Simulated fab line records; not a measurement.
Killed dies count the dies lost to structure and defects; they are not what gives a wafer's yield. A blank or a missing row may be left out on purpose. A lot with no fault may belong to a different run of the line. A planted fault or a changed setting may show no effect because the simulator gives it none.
Struck lot and sound lot, side by side || flow berkeleyCmos170 || 14 steps out of a route of 331
Sound: wafers L188.2, L188.3, L188.5. Wafers struck: L194.3, L194.4, L194.6. Last of all comes the cause.
Each step with rows lists, per side, the tool, then ch with its chambers, then its first start. Under that, the readings that differ: sound wafers || struck wafers || difference of the means || sigmas: that difference in standard deviations of wafers without a fault.
alike: readings whose means differ by less than 2 such deviations, and words and numbers that are the same on both sides. not compared: withheld readings, readings that some wafer has no value for, bounds like >300 that may hide the same value, and numbers for which the record gives no deviation and whose values overlap.
Wherever a step has rows on one side only, a row that says differs or no value, or a row with sigmas, the two part there. Numbers that don't overlap but have no deviation are shown without sigmas and don't part them. A reading that every wafer of one side lacks parts them only if that side has two wafers or more.

first, 4 steps without rows for these wafers: UCB170_NWELL_WET_ETCH_19 (etches SiO2 in BOE, time 22 s); UCB170_PWELL_CLEAN_00 (cleans in SPM, time 600 s); UCB170_PWELL_CLEAN_01 (cleans in dHF, time 60 s); UCB170_PWELL_OXIDATION_02 (target thk 26.4 nm, ox time 1260 s).
UCB170_PWELL_THK_MEAS_03:
  struck on filmMetro-04, day 4 19:30; sound on filmMetro-03, day 3 11:38
{"reading": "PWELL_OXIDE_THK (nm)", "sound": "27.0 26.7 26.7", "struck": "25.7 25.8 26.1", "difference": -0.9, "sigmas": -2}
then, 2 steps without rows for these wafers: UCB170_PWELL_ANNEAL_04 (time 900 s); UCB170_PWELL_CVD_05 (deposits Si3N4 from SiH2Cl2/NH3, target thk 220 nm, time 3300 s).
UCB170_PWELL_THK_MEAS_06:
  struck on filmMetro-01, day 5 02:26; sound on filmMetro-03, day 3 19:06
  alike: PWELL_NITRIDE_THK
then, 4 steps without rows for these wafers: UCB170_PWELL_HMDS_07 (prime time 60 s); UCB170_PWELL_COAT_08 (resist thk 900 nm); UCB170_PWELL_SOFTBAKE_09 (time 60 s); UCB170_PWELL_EXPOSE_10 (exposes mask PWELL, target cd 3000 nm).
UCB170_PWELL_PEB_11:
  struck on lithoTrack-03, day 5 03:50; sound on lithoTrack-01 ch 0, day 3 21:00
  no value came back on the struck wafers for chillPlateTempC (C), exhaustPa (Pa); on the sound wafers chillPlateTempC (C) reads 23.06 23.01 22.92
then, 1 step without rows for these wafers: UCB170_PWELL_DEVELOP_12 (develop time 45 s).

== WHERE THEY PART ==
At UCB170_PWELL_THK_MEAS_03 first; at UCB170_PWELL_PEB_11 last (within this record only).

WHY: what had been put in by the simulator
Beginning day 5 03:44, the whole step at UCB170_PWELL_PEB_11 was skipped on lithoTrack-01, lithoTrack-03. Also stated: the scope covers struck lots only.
